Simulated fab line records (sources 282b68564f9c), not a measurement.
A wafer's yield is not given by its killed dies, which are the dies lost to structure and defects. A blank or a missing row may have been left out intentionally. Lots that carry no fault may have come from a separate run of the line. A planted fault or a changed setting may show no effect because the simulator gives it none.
8D (eight disciplines) problem report, filled in by code ; flow rit cmos ; the parts of the form that need people (team, actions taken, sign-off) are left out

## 1. THE PROBLEM
Mean NWELL_OVL at RIT_NWELL_OVL_MEAS_06: -180.3 nm over 9 wafers in 3 lots; fault-free wafers: -0.7 nm, standard deviation 1.4. That is -99 or more standard deviations from the usual mean.
First seen on wafer L415.1, day 5 05:57, on overlay-02. At this step, 45 wafers from 15 lots have a number in the record. Rule for "out", or "out of limits": more than 4 standard deviations from the usual mean. The rest of the wafers with a number are treated as sound.

## 2. WHAT IT IS; WHAT IT IS NOT
question;is;is not
which readings at this step;NWELL_OVL;-
which lots;L415, L418, L419;L399, L400, L401, L402, L403, L404, L405, L406, L407, L408, L409, L420
which wafers of those lots;all that have a number;-
read on which gauges;overlay-01, overlay-02;-
when;from day 5 05:57;"up to then (33 sound wafers); but 3 sound wafers of L420 came after"

## 3. THE SUSPECTS, EACH WITH WHAT RULES IT OUT
Counting: a tool at a process step up to the reading stays a suspect if it ran every lot that is out and no sound lot after the first of them.
- the gauge at RIT_NWELL_OVL_MEAS_06 has been ruled out. 2 gauges (overlay-01, overlay-02) read the wafers that are out.
- iline stepper-01 at RIT_NWELL_EXPOSE_03 (exposes mask M2, target cd 43900 nm): kept. All lots that are out passed through it, beginning with L415 at day 5 05:31, and no sound lot followed; its final sound lot before that point was L408 at day 3 19:20.
Remaining after the count: iline stepper-01 at RIT_NWELL_EXPOSE_03.

## 4. THE CAUSE (what the simulator had put in)
Scanner matching overlay: iline stepper-01, from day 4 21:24 on, at RIT_NWELL_EXPOSE_03. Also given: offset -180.
After counting, this tool was the only one left.

## 5. SEQUENCE OF EFFECTS, ordered by route
Each row: a reading whose mean over the struck wafers that have a number lies more than 3 standard deviations from the usual. Scope: only readings with a usual standard deviation given in the record; hours: median across lots of the time from each lot's start at the first step in this table that gives one to its start at this step; sigmas: change in usual standard deviations.
hours;step;reading;usual;on struck wafers;change;sigmas
0;RIT_NWELL_OVL_MEAS_06;NWELL_OVL;-0.7 nm;-180.3;-179.6;-99 or more

## 6. HOW IT WOULD HAVE BEEN CAUGHT EARLIER
In this record the first reading out of limits at a measuring or inspecting step was taken at day 5 05:57, 9 hours after the fault began at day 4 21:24.
L418, L419, from the lots that are out (3), started RIT_NWELL_EXPOSE_03 on iline stepper-01 later than day 5 05:57. A hold on the tool at that time would have spared those 2.
